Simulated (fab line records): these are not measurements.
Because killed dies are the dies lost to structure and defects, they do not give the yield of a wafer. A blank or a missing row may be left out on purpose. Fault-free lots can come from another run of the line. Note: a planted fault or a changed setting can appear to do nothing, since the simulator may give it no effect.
The same fault as seen by 2 desks / flow rit_cmos / numbers are kept per desk, each desk with only its own; the story behind them comes last

== DESK OF THE TOOL OWNER: implanter-02 ==
RIT_NRETRO_IMPLANT_08, tool's own readings: per-lot mean of the sampled wafers with a number, covering each lot this tool ran. A lot is out of limits, marked OUT, if its mean lies more than 4 standard deviations from the usual mean; the brackets give that distance.
Columns: A = dose_ions_cm2 at RIT_NRETRO_IMPLANT_08, usual 1.0001e+13; B = faraday_current_uA at RIT_NRETRO_IMPLANT_08, usual 31.7
lot=L341; first seen here=day 2 20:40; A=9.9960e+12; B=31.7
lot=L346; first seen here=day 3 23:07; A=1.0009e+13; B=32.1
lot=L351; first seen here=day 5 03:02; A=9.9873e+12; B=31.3
lot=L353; first seen here=day 5 12:45; A=7.8137e+12 (-99 or more) OUT; B=24.7 (-10) OUT
lot=L355; first seen here=day 5 20:40; A=7.8010e+12 (-99 or more) OUT; B=24.6 (-10) OUT
This desk's finding: out of limits on L353, L355; first on L353, day 5 12:45 (dose_ions_cm2 at RIT_NRETRO_IMPLANT_08). In limits: L341, L346, L351.

== METROLOGY DESK ==
What the gauges read, lot by lot, whatever tool the lot ran on: means of the sampled wafers that have a number. A lot is out of limits, marked OUT, if its mean lies more than 4 standard deviations from the usual mean; the brackets give that distance.
Columns: A = NRETRO_TW at RIT_NRETRO_TW_MEAS_10, usual 1052
lot=L339; first seen here=day 2 10:38; A=1036
lot=L340; first seen here=day 2 17:35; A=1046
lot=L341; first seen here=day 2 20:59; A=1049
lot=L342; first seen here=day 3 02:28; A=1052
lot=L343; first seen here=day 3 07:02; A=1060
lot=L344; first seen here=day 3 13:49; A=1062
lot=L345; first seen here=day 3 18:57; A=1062
lot=L346; first seen here=day 3 23:23; A=1047
lot=L347; first seen here=day 4 03:22; A=1057
lot=L351; first seen here=day 5 03:20; A=1040
lot=L353; first seen here=day 5 13:05; A=980 (-7.5) OUT
lot=L355; first seen here=day 5 20:59; A=966 (-9.0) OUT
lot=L358; first seen here=day 6 14:29; A=1058
lot=L360; first seen here=day 7 00:03; A=1041
Finding of this desk: L353, L355 out of limits, first seen on L353 at day 5 13:05 (NRETRO_TW at RIT_NRETRO_TW_MEAS_10). In limits: L339, L340, L341, L342, L343, L344, L345, L346, L347, L351, L358, L360.

== ALL TOGETHER ==
An alarm could have come from the tool owner's desk at day 5 12:45, on L353, L355.
On L353, L355, the metrology desk was in a position to raise an alarm at day 5 13:05.
Every lot named ran RIT_NRETRO_IMPLANT_08 on implanter-02.

== WHAT THE SIMULATOR PUT IN ==
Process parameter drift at RIT_NRETRO_IMPLANT_08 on implanter-02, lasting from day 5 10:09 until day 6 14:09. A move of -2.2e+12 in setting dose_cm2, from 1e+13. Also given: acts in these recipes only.
Lots struck among those shown: L353, L355.
Delay (hours) between the fault's onset and each desk's first out-of-limits reading: 3 at the tool owner's desk, 3 at the metrology desk.
